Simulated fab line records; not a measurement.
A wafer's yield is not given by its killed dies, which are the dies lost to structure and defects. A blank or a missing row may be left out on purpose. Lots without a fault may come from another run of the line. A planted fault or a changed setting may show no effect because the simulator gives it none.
fab line records / flow rit_cmos / part 2 of 2: steps 33 to 33 of 33
record: lots: 5 wafers: 23
route steps=202 shown ACTIVE@7 FOX1@20 PWELL@41 PRETRO@65 GATE@89 NLDD@104 M1@202
start_h: hours from the record's opening day to when the first of the lot's shown wafers began / wait_h: hours since the lot's step before / " identical to the entry in the row above / L1.1+2: a single row standing in for several wafers / - no value, or no start was given / * or withheld: withheld / < > ~ a bound
route shown NAME@n: NAME is a module with steps in the file, n the number in the route of the first one / usual: mean/standard deviation taken from wafers without a fault / same: alike in all rows / chamber/n: place in a boat / sites: per-site readings / _std_site: how widely they spread, as a standard deviation / _edge_site: inner sites' mean taken away from outer sites' mean / radius_mm: for every site, how far away it sits from the centre of the wafer / mask NAME#n: copy n / behind: the tool/chamber that last shaped the wafer / hold: what put the lot on hold/how long, in hours/how the hold closed / device: whichever transistor did not switch (one of n, p or np) / end of line: at the end of the route, the tests of the same wafers / a step given without rows: its recipe and nothing more / killed: count of dies lost to structure and defects at first sort (not the wafer's yield) / map: dies across one wafer; x = killed, . = not, _ = none there
set.NAME: the setting as run; set.NAME@STEP: as run at that earlier step / model.NAME: the simulator's own value behind a step, which no gauge read
lots where settings were altered on purpose, with a table for each step and a row for each wafer
== steps ==
step: RIT_M1_PROBE_99
usual: killed_at_contacts: 0.1/0.32 killed_at_front_end: 7/3 killed_dies: 6.8/3 killed_open: 3.5/2.1 killed_short: 3.3/1.9
same: gross_dies: 264 killed_at_M0_to_M3: 0 killed_at_M4_up: 0 killed_at_back_side: 0 killed_at_other: 0
lot.wafer=L075.1 tool=prober-01 chamber=- start_h=67.52 wait_h=0.1 set.dose_mj@GATE_EXPOSE_13=356 killed_at_contacts=0 killed_at_front_end=247 killed_dies=247 killed_open=1 killed_short=5 model.etest.nmos_0p15.drive_ua_um=356.4 model.etest.nmos_0p15.r_on_ohm_um=1339 model.etest.nmos_turned.drive_ua_um=272.8 model.etest.npoly_line.line_ohm_um=119.2 model.etest.pmos_0p15.drive_ua_um=188.6 model.etest.pmos_0p3.r_on_ohm_um=6724 model.etest.pmos_turned.drive_ua_um=151 model.etest.ppoly_line.line_ohm_um=113.8
lot.wafer=L075.2 tool=prober-01 chamber=- start_h=67.57 wait_h=0.1 set.dose_mj@GATE_EXPOSE_13=380 killed_at_contacts=0 killed_at_front_end=8 killed_dies=8 killed_open=5 killed_short=3 model.etest.nmos_0p15.drive_ua_um=454.5 model.etest.nmos_0p15.r_on_ohm_um=1108 model.etest.nmos_turned.drive_ua_um=313.2 model.etest.npoly_line.line_ohm_um=161.1 model.etest.pmos_0p15.drive_ua_um=253.9 model.etest.pmos_0p3.r_on_ohm_um=6284 model.etest.pmos_turned.drive_ua_um=191.3 model.etest.ppoly_line.line_ohm_um=152.2
lot.wafer=L075.3 tool=prober-01 chamber=- start_h=67.62 wait_h=0.2 set.dose_mj@GATE_EXPOSE_13=380 killed_at_contacts=0 killed_at_front_end=7 killed_dies=7 killed_open=7 killed_short=0 model.etest.nmos_0p15.drive_ua_um=457.6 model.etest.nmos_0p15.r_on_ohm_um=1139 model.etest.nmos_turned.drive_ua_um=319.6 model.etest.npoly_line.line_ohm_um=158 model.etest.pmos_0p15.drive_ua_um=243 model.etest.pmos_0p3.r_on_ohm_um=6353 model.etest.pmos_turned.drive_ua_um=185.8 model.etest.ppoly_line.line_ohm_um=152.3
lot.wafer=L075.5 tool=prober-01 chamber=- start_h=67.72 wait_h=0.2 set.dose_mj@GATE_EXPOSE_13=356 killed_at_contacts=0 killed_at_front_end=250 killed_dies=250 killed_open=7 killed_short=4 model.etest.nmos_0p15.drive_ua_um=355.7 model.etest.nmos_0p15.r_on_ohm_um=1363 model.etest.nmos_turned.drive_ua_um=272.7 model.etest.npoly_line.line_ohm_um=116.8 model.etest.pmos_0p15.drive_ua_um=181.7 model.etest.pmos_0p3.r_on_ohm_um=6845 model.etest.pmos_turned.drive_ua_um=147.4 model.etest.ppoly_line.line_ohm_um=110.7
lot.wafer=L075.6 tool=prober-01 chamber=- start_h=67.77 wait_h=0.2 set.dose_mj@GATE_EXPOSE_13=380 killed_at_contacts=0 killed_at_front_end=13 killed_dies=13 killed_open=7 killed_short=6 model.etest.nmos_0p15.drive_ua_um=456.8 model.etest.nmos_0p15.r_on_ohm_um=1131 model.etest.nmos_turned.drive_ua_um=303.1 model.etest.npoly_line.line_ohm_um=165.4 model.etest.pmos_0p15.drive_ua_um=253.4 model.etest.pmos_0p3.r_on_ohm_um=6378 model.etest.pmos_turned.drive_ua_um=188 model.etest.ppoly_line.line_ohm_um=160.2
lot.wafer=L078.1 tool=prober-02 chamber=- start_h=82.59 wait_h=0.1 set.dose_mj@GATE_EXPOSE_13=380 killed_at_contacts=0 killed_at_front_end=6 killed_dies=6 killed_open=2 killed_short=4 model.etest.nmos_0p15.drive_ua_um=474.5 model.etest.nmos_0p15.r_on_ohm_um=1150 model.etest.nmos_turned.drive_ua_um=297.8 model.etest.npoly_line.line_ohm_um=175.7 model.etest.pmos_0p15.drive_ua_um=272.6 model.etest.pmos_0p3.r_on_ohm_um=6083 model.etest.pmos_turned.drive_ua_um=199.2 model.etest.ppoly_line.line_ohm_um=170.4
lot.wafer=L078.2 tool=prober-02 chamber=- start_h=82.64 wait_h=0.1 set.dose_mj@GATE_EXPOSE_13=380 killed_at_contacts=0 killed_at_front_end=3 killed_dies=3 killed_open=1 killed_short=2 model.etest.nmos_0p15.drive_ua_um=465.2 model.etest.nmos_0p15.r_on_ohm_um=1212 model.etest.nmos_turned.drive_ua_um=294.5 model.etest.npoly_line.line_ohm_um=173.9 model.etest.pmos_0p15.drive_ua_um=275.7 model.etest.pmos_0p3.r_on_ohm_um=6044 model.etest.pmos_turned.drive_ua_um=205.9 model.etest.ppoly_line.line_ohm_um=169
lot.wafer=L078.4 tool=prober-02 chamber=- start_h=82.74 wait_h=0.2 set.dose_mj@GATE_EXPOSE_13=380 killed_at_contacts=1 killed_at_front_end=5 killed_dies=6 killed_open=2 killed_short=4 model.etest.nmos_0p15.drive_ua_um=471.8 model.etest.nmos_0p15.r_on_ohm_um=1162 model.etest.nmos_turned.drive_ua_um=300.9 model.etest.npoly_line.line_ohm_um=169.5 model.etest.pmos_0p15.drive_ua_um=267 model.etest.pmos_0p3.r_on_ohm_um=6160 model.etest.pmos_turned.drive_ua_um=197.6 model.etest.ppoly_line.line_ohm_um=166.2
lot.wafer=L078.5 tool=prober-02 chamber=- start_h=82.79 wait_h=0.2 set.dose_mj@GATE_EXPOSE_13=380 killed_at_contacts=0 killed_at_front_end=4 killed_dies=4 killed_open=0 killed_short=4 model.etest.nmos_0p15.drive_ua_um=472.8 model.etest.nmos_0p15.r_on_ohm_um=1142 model.etest.nmos_turned.drive_ua_um=301 model.etest.npoly_line.line_ohm_um=171.1 model.etest.pmos_0p15.drive_ua_um=272.3 model.etest.pmos_0p3.r_on_ohm_um=6032 model.etest.pmos_turned.drive_ua_um=204.1 model.etest.ppoly_line.line_ohm_um=161.9
lot.wafer=L078.6 tool=prober-02 chamber=- start_h=82.84 wait_h=0.2 set.dose_mj@GATE_EXPOSE_13=380 killed_at_contacts=0 killed_at_front_end=9 killed_dies=9 killed_open=5 killed_short=4 model.etest.nmos_0p15.drive_ua_um=480.6 model.etest.nmos_0p15.r_on_ohm_um=1138 model.etest.nmos_turned.drive_ua_um=303.4 model.etest.npoly_line.line_ohm_um=174.9 model.etest.pmos_0p15.drive_ua_um=278.7 model.etest.pmos_0p3.r_on_ohm_um=5895 model.etest.pmos_turned.drive_ua_um=206.1 model.etest.ppoly_line.line_ohm_um=168.4
lot.wafer=L081.2 tool=prober-01 chamber=- start_h=95.94 wait_h=0.1 set.dose_mj@GATE_EXPOSE_13=388.7 killed_at_contacts=0 killed_at_front_end=8 killed_dies=8 killed_open=4 killed_short=3 model.etest.nmos_0p15.drive_ua_um=518 model.etest.nmos_0p15.r_on_ohm_um=1073 model.etest.nmos_turned.drive_ua_um=332.3 model.etest.npoly_line.line_ohm_um=196.4 model.etest.pmos_0p15.drive_ua_um=277.7 model.etest.pmos_0p3.r_on_ohm_um=6229 model.etest.pmos_turned.drive_ua_um=195.8 model.etest.ppoly_line.line_ohm_um=185.8
lot.wafer=L081.3 tool=prober-01 chamber=- start_h=95.99 wait_h=0.2 set.dose_mj@GATE_EXPOSE_13=380 killed_at_contacts=0 killed_at_front_end=4 killed_dies=4 killed_open=0 killed_short=4 model.etest.nmos_0p15.drive_ua_um=463 model.etest.nmos_0p15.r_on_ohm_um=1231 model.etest.nmos_turned.drive_ua_um=299.8 model.etest.npoly_line.line_ohm_um=169.4 model.etest.pmos_0p15.drive_ua_um=245.2 model.etest.pmos_0p3.r_on_ohm_um=6391 model.etest.pmos_turned.drive_ua_um=177.9 model.etest.ppoly_line.line_ohm_um=164.3
lot.wafer=L081.4 tool=prober-01 chamber=- start_h=96.04 wait_h=0.2 set.dose_mj@GATE_EXPOSE_13=388.7 killed_at_contacts=0 killed_at_front_end=7 killed_dies=7 killed_open=3 killed_short=4 model.etest.nmos_0p15.drive_ua_um=504.7 model.etest.nmos_0p15.r_on_ohm_um=1085 model.etest.nmos_turned.drive_ua_um=329.6 model.etest.npoly_line.line_ohm_um=190.2 model.etest.pmos_0p15.drive_ua_um=274.1 model.etest.pmos_0p3.r_on_ohm_um=6303 model.etest.pmos_turned.drive_ua_um=197.2 model.etest.ppoly_line.line_ohm_um=180.6
lot.wafer=L081.5 tool=prober-01 chamber=- start_h=96.09 wait_h=0.2 set.dose_mj@GATE_EXPOSE_13=388.7 killed_at_contacts=0 killed_at_front_end=1 killed_dies=1 killed_open=1 killed_short=0 model.etest.nmos_0p15.drive_ua_um=510.3 model.etest.nmos_0p15.r_on_ohm_um=1069 model.etest.nmos_turned.drive_ua_um=317.8 model.etest.npoly_line.line_ohm_um=193.9 model.etest.pmos_0p15.drive_ua_um=283.1 model.etest.pmos_0p3.r_on_ohm_um=6225 model.etest.pmos_turned.drive_ua_um=195.4 model.etest.ppoly_line.line_ohm_um=189.5
lot.wafer=L081.6 tool=prober-01 chamber=- start_h=96.14 wait_h=0.2 set.dose_mj@GATE_EXPOSE_13=380 killed_at_contacts=1 killed_at_front_end=6 killed_dies=7 killed_open=2 killed_short=5 model.etest.nmos_0p15.drive_ua_um=461.1 model.etest.nmos_0p15.r_on_ohm_um=1184 model.etest.nmos_turned.drive_ua_um=310 model.etest.npoly_line.line_ohm_um=166.6 model.etest.pmos_0p15.drive_ua_um=245.8 model.etest.pmos_0p3.r_on_ohm_um=6301 model.etest.pmos_turned.drive_ua_um=180.3 model.etest.ppoly_line.line_ohm_um=160.3
lot.wafer=L084.2 tool=prober-02 chamber=- start_h=109.18 wait_h=0.1 set.dose_mj@GATE_EXPOSE_13=380 killed_at_contacts=1 killed_at_front_end=7 killed_dies=8 killed_open=6 killed_short=2 model.etest.nmos_0p15.drive_ua_um=466.9 model.etest.nmos_0p15.r_on_ohm_um=1159 model.etest.nmos_turned.drive_ua_um=316.6 model.etest.npoly_line.line_ohm_um=163.2 model.etest.pmos_0p15.drive_ua_um=262.2 model.etest.pmos_0p3.r_on_ohm_um=6077 model.etest.pmos_turned.drive_ua_um=201.5 model.etest.ppoly_line.line_ohm_um=157.9
lot.wafer=L084.3 tool=prober-02 chamber=- start_h=109.23 wait_h=0.2 set.dose_mj@GATE_EXPOSE_13=380 killed_at_contacts=0 killed_at_front_end=3 killed_dies=3 killed_open=2 killed_short=1 model.etest.nmos_0p15.drive_ua_um=460.3 model.etest.nmos_0p15.r_on_ohm_um=1147 model.etest.nmos_turned.drive_ua_um=305 model.etest.npoly_line.line_ohm_um=164.3 model.etest.pmos_0p15.drive_ua_um=258 model.etest.pmos_0p3.r_on_ohm_um=6174 model.etest.pmos_turned.drive_ua_um=195 model.etest.ppoly_line.line_ohm_um=156.8
lot.wafer=L084.5 tool=prober-02 chamber=- start_h=109.33 wait_h=0.2 set.dose_mj@GATE_EXPOSE_13=380 killed_at_contacts=0 killed_at_front_end=9 killed_dies=9 killed_open=2 killed_short=7 model.etest.nmos_0p15.drive_ua_um=457.6 model.etest.nmos_0p15.r_on_ohm_um=1144 model.etest.nmos_turned.drive_ua_um=311.1 model.etest.npoly_line.line_ohm_um=161.2 model.etest.pmos_0p15.drive_ua_um=256.4 model.etest.pmos_0p3.r_on_ohm_um=6186 model.etest.pmos_turned.drive_ua_um=197.5 model.etest.ppoly_line.line_ohm_um=157.2
lot.wafer=L085.1 tool=prober-01 chamber=- start_h=116.67 wait_h=0.1 set.dose_mj@GATE_EXPOSE_13=394.9 killed_at_contacts=0 killed_at_front_end=20 killed_dies=20 killed_open=3 killed_short=4 model.etest.nmos_0p15.drive_ua_um=563.8 model.etest.nmos_0p15.r_on_ohm_um=1095 model.etest.nmos_turned.drive_ua_um=351.8 model.etest.npoly_line.line_ohm_um=209.2 model.etest.pmos_0p15.drive_ua_um=323.2 model.etest.pmos_0p3.r_on_ohm_um=5923 model.etest.pmos_turned.drive_ua_um=231 model.etest.ppoly_line.line_ohm_um=201.5
lot.wafer=L085.2 tool=prober-01 chamber=- start_h=116.72 wait_h=0.1 set.dose_mj@GATE_EXPOSE_13=380 killed_at_contacts=0 killed_at_front_end=7 killed_dies=7 killed_open=4 killed_short=3 model.etest.nmos_0p15.drive_ua_um=473.7 model.etest.nmos_0p15.r_on_ohm_um=1145 model.etest.nmos_turned.drive_ua_um=330.2 model.etest.npoly_line.line_ohm_um=164 model.etest.pmos_0p15.drive_ua_um=265.6 model.etest.pmos_0p3.r_on_ohm_um=6119 model.etest.pmos_turned.drive_ua_um=202.9 model.etest.ppoly_line.line_ohm_um=160.4
lot.wafer=L085.3 tool=prober-01 chamber=- start_h=116.77 wait_h=0.2 set.dose_mj@GATE_EXPOSE_13=394.9 killed_at_contacts=0 killed_at_front_end=28 killed_dies=28 killed_open=3 killed_short=2 model.etest.nmos_0p15.drive_ua_um=594.8 model.etest.nmos_0p15.r_on_ohm_um=1018 model.etest.nmos_turned.drive_ua_um=376.6 model.etest.npoly_line.line_ohm_um=223 model.etest.pmos_0p15.drive_ua_um=336.9 model.etest.pmos_0p3.r_on_ohm_um=5866 model.etest.pmos_turned.drive_ua_um=243 model.etest.ppoly_line.line_ohm_um=210.1
lot.wafer=L085.5 tool=prober-01 chamber=- start_h=116.87 wait_h=0.2 set.dose_mj@GATE_EXPOSE_13=380 killed_at_contacts=0 killed_at_front_end=8 killed_dies=8 killed_open=5 killed_short=3 model.etest.nmos_0p15.drive_ua_um=471.4 model.etest.nmos_0p15.r_on_ohm_um=1170 model.etest.nmos_turned.drive_ua_um=316.6 model.etest.npoly_line.line_ohm_um=168.6 model.etest.pmos_0p15.drive_ua_um=267.4 model.etest.pmos_0p3.r_on_ohm_um=6050 model.etest.pmos_turned.drive_ua_um=199.8 model.etest.ppoly_line.line_ohm_um=162.2
lot.wafer=L085.6 tool=prober-01 chamber=- start_h=116.92 wait_h=0.2 set.dose_mj@GATE_EXPOSE_13=380 killed_at_contacts=0 killed_at_front_end=4 killed_dies=4 killed_open=3 killed_short=1 model.etest.nmos_0p15.drive_ua_um=473.1 model.etest.nmos_0p15.r_on_ohm_um=1210 model.etest.nmos_turned.drive_ua_um=313 model.etest.npoly_line.line_ohm_um=166.4 model.etest.pmos_0p15.drive_ua_um=260.8 model.etest.pmos_0p3.r_on_ohm_um=6074 model.etest.pmos_turned.drive_ua_um=198.6 model.etest.ppoly_line.line_ohm_um=159.8
killed by level:class
L075.1 GATE:area_expose=241 GATE:geometric_particle:short=3 SPACER:geometric_particle:short=2 FOX1:geometric_particle:open=1
L075.2 FOX1:geometric_particle:open=2 SPACER:geometric_particle:short=2 SILICIDE:geometric_particle:open=2 FOX2:geometric_particle:open=1 GATE:geometric_particle:short=1
L075.3 GATE:geometric_particle:open=3 SILICIDE:geometric_particle:open=3 REOX:geometric_particle:open=1
L075.5 GATE:area_expose=239 GATE:geometric_particle:short=3 GATE:geometric_particle:open=3 FOX1:geometric_particle:open=2 REOX:geometric_particle:open=2 FOX1:geometric_particle:short=1
L075.6 FOX1:geometric_particle:open=2 FOX1:geometric_particle:short=2 GATE:geometric_particle:open=2 GATE:geometric_particle:short=2 SPACER:geometric_particle:open=2 FOX2:geometric_particle:short=1 REOX:geometric_particle:open=1 SILICIDE:geometric_particle:short=1
L078.1 FOX2:geometric_particle:short=2 FOX1:geometric_particle:short=1 GATE:geometric_particle:short=1 SPACER:geometric_particle:open=1 SILICIDE:geometric_particle:open=1
L078.2 FOX1:geometric_particle:short=1 REOX:geometric_particle:open=1 SILICIDE:geometric_particle:short=1
L078.4 FOX2:geometric_particle:short=2 GATE:geometric_particle:short=1 SPACER:geometric_particle:open=1 SILICIDE:geometric_particle:short=1 CONTACT:geometric_particle:open=1
L078.5 FOX1:geometric_particle:short=1 FOX2:geometric_particle:short=1 REOX:geometric_particle:short=1 SILICIDE:geometric_particle:short=1
L078.6 FOX1:geometric_particle:open=1 FOX2:geometric_particle:short=1 FOX2:geometric_particle:open=1 GATE:geometric_particle:open=1 REOX:geometric_particle:short=1 SPACER:geometric_particle:short=1 SPACER:geometric_particle:open=1 SILICIDE:geometric_particle:short=1
L081.2 FOX1:geometric_particle:open=2 REOX:geometric_particle:short=2 ACTIVE:geometric_particle:open=1 GATE:geometric_particle:short=1 REOX:geometric_particle:open=1 GATE:area_expose=1
L081.3 GATE:geometric_particle:short=2 FOX2:geometric_particle:short=1 SILICIDE:geometric_particle:short=1
L081.4 FOX1:geometric_particle:open=1 FOX1:geometric_particle:short=1 GATE:geometric_particle:short=1 REOX:geometric_particle:short=1 SPACER:geometric_particle:open=1 SILICIDE:geometric_particle:short=1 SILICIDE:geometric_particle:open=1
L081.5 SPACER:geometric_particle:open=1
L081.6 SILICIDE:geometric_particle:short=2 GATE:geometric_particle:short=1 REOX:geometric_particle:short=1 SPACER:geometric_particle:short=1 SILICIDE:geometric_particle:open=1 CONTACT:geometric_particle:open=1
L084.2 GATE:geometric_particle:open=2 SPACER:geometric_particle:open=2 FOX1:geometric_particle:short=1 REOX:geometric_particle:open=1 SPACER:geometric_particle:short=1 CONTACT:geometric_particle:open=1
L084.3 ACTIVE:geometric_particle:open=1 REOX:geometric_particle:short=1 SPACER:geometric_particle:open=1
L084.5 FOX1:geometric_particle:short=2 FOX2:geometric_particle:short=2 GATE:geometric_particle:open=2 GATE:geometric_particle:short=1 REOX:geometric_particle:short=1 SPACER:geometric_particle:short=1
L085.1 GATE:area_expose=13 GATE:geometric_particle:open=2 FOX1:geometric_particle:short=1 GATE:geometric_particle:short=1 REOX:geometric_particle:short=1 SPACER:geometric_particle:open=1 SPACER:geometric_particle:short=1
L085.2 GATE:geometric_particle:open=2 GATE:geometric_particle:short=2 REOX:geometric_particle:open=1 SPACER:geometric_particle:open=1 SPACER:geometric_particle:short=1
L085.3 GATE:area_expose=23 FOX1:geometric_particle:open=1 FOX2:geometric_particle:open=1 GATE:geometric_particle:open=1 GATE:geometric_particle:short=1 SPACER:geometric_particle:short=1
L085.5 FOX2:geometric_particle:open=2 GATE:geometric_particle:open=2 FOX2:geometric_particle:short=1 GATE:geometric_particle:short=1 REOX:geometric_particle:short=1 SPACER:geometric_particle:open=1
L085.6 GATE:geometric_particle:open=1 GATE:geometric_particle:short=1 SPACER:geometric_particle:open=1 SILICIDE:geometric_particle:open=1
== key ==
split: step: RIT_ACTIVE_COAT_06 setting: spin_rpm stated: 3250 by: wafer
response: step: RIT_ACTIVE_DEVELOP_10 reading: model.NOVOLAK_of_ACTIVE_COAT_06.thk_nm slope: -5.17 per: 1% together_with: temp_c@ACTIVE_SOFTBAKE_07 explained: 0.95
split: step: RIT_ACTIVE_SOFTBAKE_07 setting: temp_c stated: 90 by: wafer
response: step: RIT_ACTIVE_DEVELOP_10 reading: model.NOVOLAK_of_ACTIVE_COAT_06.thk_nm slope: -2.81 per: 1% together_with: spin_rpm@ACTIVE_COAT_06 explained: 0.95
split: step: RIT_FOX1_OXIDATION_00 setting: temp_c stated: 1100 by: lot
response: step: RIT_FOX1_OXIDATION_00 reading: model.SiO2_of_FOX1_OXIDATION_00.thk_nm change: +16.6 per: 1% r: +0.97
response: step: RIT_FOX1_THK_MEAS_01 reading: FOX1_OXIDE_THK change: +16.5 per: 1% r: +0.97
split: step: RIT_PWELL_SOFTBAKE_02 setting: temp_c stated: 90 by: wafer
response: step: RIT_PWELL_DEVELOP_05 reading: model.NOVOLAK_of_PWELL_COAT_01.thk_nm change: -2.97 per: 1% r: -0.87
split: step: RIT_PWELL_IMPLANT_08 setting: energy_kev stated: 170 by: wafer
response: step: RIT_PWELL_IMPLANT_08 reading: model.implant.rp_nm change: +3.69 per: 1% r: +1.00
response: step: RIT_PWELL_IMPLANT_08 reading: model.implant.drp_nm change: +0.319 per: 1% r: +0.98
split: step: RIT_PRETRO_COAT_01 setting: spin_rpm stated: 2000 by: wafer
response: step: RIT_PRETRO_COAT_01 reading: model.NOVOLAK_of_PRETRO_COAT_01.thk_nm change: -6.58 per: 1% r: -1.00
response: step: RIT_PRETRO_HARDBAKE_07 reading: model.NOVOLAK_of_PRETRO_COAT_01.thk_nm change: -5.67 per: 1% r: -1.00
split: step: RIT_PRETRO_IMPLANT_08 setting: energy_kev stated: 45 by: wafer
response: step: RIT_PRETRO_IMPLANT_08 reading: model.implant.rp_nm change: +1.35 per: 1% r: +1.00
response: step: RIT_PRETRO_IMPLANT_08 reading: model.implant.drp_nm change: +0.324 per: 1% r: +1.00
split: step: RIT_GATE_EXPOSE_13 setting: dose_mj stated: 380 by: wafer
response: step: RIT_GATE_CD_MEAS_16 reading: cd_nm change: -5.68 per: 1% r: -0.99
response: step: RIT_GATE_ETCH_19 reading: model.GATE.cd_nm change: -5.62 per: 1% r: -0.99
response: step: RIT_GATE_CD_MEAS_90 reading: cd_nm change: -5.62 per: 1% r: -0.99
response: step: RIT_M1_PROBE_99 reading: model.etest.nmos_0p15.drive_ua_um change: +19.2 per: 1% r: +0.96
response: step: RIT_M1_PROBE_99 reading: model.etest.pmos_0p15.drive_ua_um change: +12.3 per: 1% r: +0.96
response: step: RIT_M1_PROBE_99 reading: model.etest.npoly_line.line_ohm_um change: +8.73 per: 1% r: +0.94
response: step: RIT_M1_PROBE_99 reading: model.etest.ppoly_line.line_ohm_um change: +8.24 per: 1% r: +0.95
response: step: RIT_M1_PROBE_99 reading: model.etest.nmos_turned.drive_ua_um change: +7.79 per: 1% r: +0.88
split: step: RIT_NLDD_COAT_01 setting: spin_rpm stated: 3250 by: wafer
response: step: RIT_NLDD_COAT_01 reading: model.NOVOLAK_of_NLDD_COAT_01.thk_nm change: -5.42 per: 1% r: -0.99
response: step: RIT_NLDD_SOFTBAKE_02 reading: model.NOVOLAK_of_NLDD_COAT_01.thk_nm change: -5.48 per: 1% r: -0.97
response: step: RIT_NLDD_DEVELOP_05 reading: model.NOVOLAK_of_NLDD_COAT_01.thk_nm change: -5.8 per: 1% r: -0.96
response: step: RIT_NLDD_HARDBAKE_07 reading: model.NOVOLAK_of_NLDD_COAT_01.thk_nm change: -4.74 per: 1% r: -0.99
split: step: RIT_NLDD_SOFTBAKE_02 setting: temp_c stated: 90 by: wafer
response none clear
